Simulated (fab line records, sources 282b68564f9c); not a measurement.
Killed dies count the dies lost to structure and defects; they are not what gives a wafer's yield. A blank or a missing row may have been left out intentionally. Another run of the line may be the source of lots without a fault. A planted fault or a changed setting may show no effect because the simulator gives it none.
Tool commonality check :: flow rit cmos :: 15 lots, 45 wafers sampled

## REASON FOR OPENING
At RIT_NSD_OVL_MEAS_06 the reading NSD_OVL is flagged on 3 of 15 lots. No-fault wafers: 0.2 nm, standard deviation 1.5.
Rule: a lot is flagged when every wafer of it that has a number lies more than 4 standard deviations from that mean, or none has a number. As for the other lots, they are considered sound.

lot: L549
measured: day 3 04:34
on: overlay-02
NSD_OVL (nm), wafer by wafer: 0.7 -0.5 0.8
flag: 

lot: L550
measured: day 3 06:36
on: overlay-01
NSD_OVL (nm), wafer by wafer: -0.8 -1.9 -1.0
flag: 

lot: L553
measured: day 3 22:58
on: overlay-01
NSD_OVL (nm), wafer by wafer: 0.9 -1.9 -1.6
flag: 

lot: L555
measured: day 4 05:41
on: overlay-01
NSD_OVL (nm), wafer by wafer: 0.4 1.4 -0.3
flag: 

lot: L556
measured: day 4 09:14
on: overlay-01
NSD_OVL (nm), wafer by wafer: -0.8 -1.2 0.4
flag: 

lot: L557
measured: day 4 15:43
on: overlay-01
NSD_OVL (nm), wafer by wafer: 0.0 -1.5 -0.6
flag: 

lot: L558
measured: day 4 20:05
on: overlay-02
NSD_OVL (nm), wafer by wafer: 3.1 1.8 1.7
flag: 

lot: L560
measured: day 5 05:39
on: overlay-02
NSD_OVL (nm), wafer by wafer: -2.6 -1.3 -1.8
flag: 

lot: L561
measured: day 5 10:11
on: overlay-02
NSD_OVL (nm), wafer by wafer: 0.6 1.6 1.6
flag: 

lot: L562
measured: day 5 15:05
on: overlay-01
NSD_OVL (nm), wafer by wafer: 358.6 358.3 359.0
flag: FLAGGED

lot: L563
measured: day 5 21:05
on: overlay-02
NSD_OVL (nm), wafer by wafer: 359.8 360.6 359.3
flag: FLAGGED

lot: L564
measured: day 6 02:55
on: overlay-02
NSD_OVL (nm), wafer by wafer: 1.8 1.3 2.2
flag: 

lot: L565
measured: day 6 08:11
on: overlay-02
NSD_OVL (nm), wafer by wafer: 3.8 2.4 1.6
flag: 

lot: L569
measured: day 7 03:46
on: overlay-02
NSD_OVL (nm), wafer by wafer: 358.8 359.6 360.1
flag: FLAGGED

lot: L572
measured: day 7 17:09
on: overlay-01
NSD_OVL (nm), wafer by wafer: 0.8 0.7 1.1
flag: 
Averaged over the flagged lots the numbers come to 359.3 nm, +359.1 nm from the usual (+99 or more standard deviations).

## EACH LOT AND THE TOOL IT RAN ON
The record keeps 1 process step preceding the reading, out of 202 steps on the route. Cell contents, in order: the tool; ch with the chambers the sampled wafers went through; the start.
lot: L549
flag: 
RIT_NSD_EXPOSE_03: iline stepper-02 ch 0, day 3 04:11

lot: L550
flag: 
RIT_NSD_EXPOSE_03: iline stepper-01 ch 0, day 3 06:13

lot: L553
flag: 
RIT_NSD_EXPOSE_03: iline stepper-02 ch 0, day 3 22:34

lot: L555
flag: 
RIT_NSD_EXPOSE_03: iline stepper-02 ch 0, day 4 05:17

lot: L556
flag: 
RIT_NSD_EXPOSE_03: iline stepper-02 ch 0, day 4 08:50

lot: L557
flag: 
RIT_NSD_EXPOSE_03: iline stepper-02 ch 0, day 4 15:19

lot: L558
flag: 
RIT_NSD_EXPOSE_03: iline stepper-02 ch 0, day 4 19:43

lot: L560
flag: 
RIT_NSD_EXPOSE_03: iline stepper-01 ch 0, day 5 05:15

lot: L561
flag: 
RIT_NSD_EXPOSE_03: iline stepper-02 ch 0, day 5 09:48

lot: L562
flag: FLAGGED
RIT_NSD_EXPOSE_03: iline stepper-02 ch 0, day 5 14:41

lot: L563
flag: FLAGGED
RIT_NSD_EXPOSE_03: iline stepper-02 ch 0, day 5 20:42

lot: L564
flag: 
RIT_NSD_EXPOSE_03: iline stepper-01 ch 0, day 6 02:32

lot: L565
flag: 
RIT_NSD_EXPOSE_03: iline stepper-01 ch 0, day 6 07:47

lot: L569
flag: FLAGGED
RIT_NSD_EXPOSE_03: iline stepper-02 ch 0, day 7 03:22

lot: L572
flag: 
RIT_NSD_EXPOSE_03: iline stepper-01 ch 0, day 7 16:45
What is done by these steps:
- RIT_NSD_EXPOSE_03: exposes mask M9, target cd 40700 nm.
- RIT_NSD_OVL_MEAS_06

## FLAGGED AGAINST TOTAL, ONE TOOL AT A TIME (gauges that did the reading follow at the end)
step: RIT_NSD_EXPOSE_03
tool: iline stepper-01
lots run: 5
flagged: 0
share of the flagged lots: none
sound lots run after its first flagged lot: -

step: RIT_NSD_EXPOSE_03
tool: iline stepper-02
lots run: 10
flagged: 3
share of the flagged lots: all
sound lots run after its first flagged lot: 0

step: RIT_NSD_OVL_MEAS_06
tool: overlay-01
lots run: 7
flagged: 1
share of the flagged lots: some
sound lots run after its first flagged lot: 1 (L572)

step: RIT_NSD_OVL_MEAS_06
tool: overlay-02
lots run: 8
flagged: 2
share of the flagged lots: some
sound lots run after its first flagged lot: 2 (L564,L565)

## WHAT IS ALLOWED BY THE TABLE
In the table, 1 row covers all flagged lots: iline stepper-02 at RIT_NSD_EXPOSE_03.
- iline stepper-02 at RIT_NSD_EXPOSE_03 ran 10 lots, 3 of them flagged. Last sound lot L561 at day 5 09:48, first flagged lot L562 at day 5 14:41; a fault beginning in between fits.
Just one tool remains: iline stepper-02 at RIT_NSD_EXPOSE_03.

## WHAT HAD BEEN PUT IN BY THE SIMULATOR
Scanner matching overlay: iline stepper-02, from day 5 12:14 on, at RIT_NSD_EXPOSE_03. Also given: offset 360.
Lots struck among those shown: L562, L563, L569. The rule given above showed the same thing.
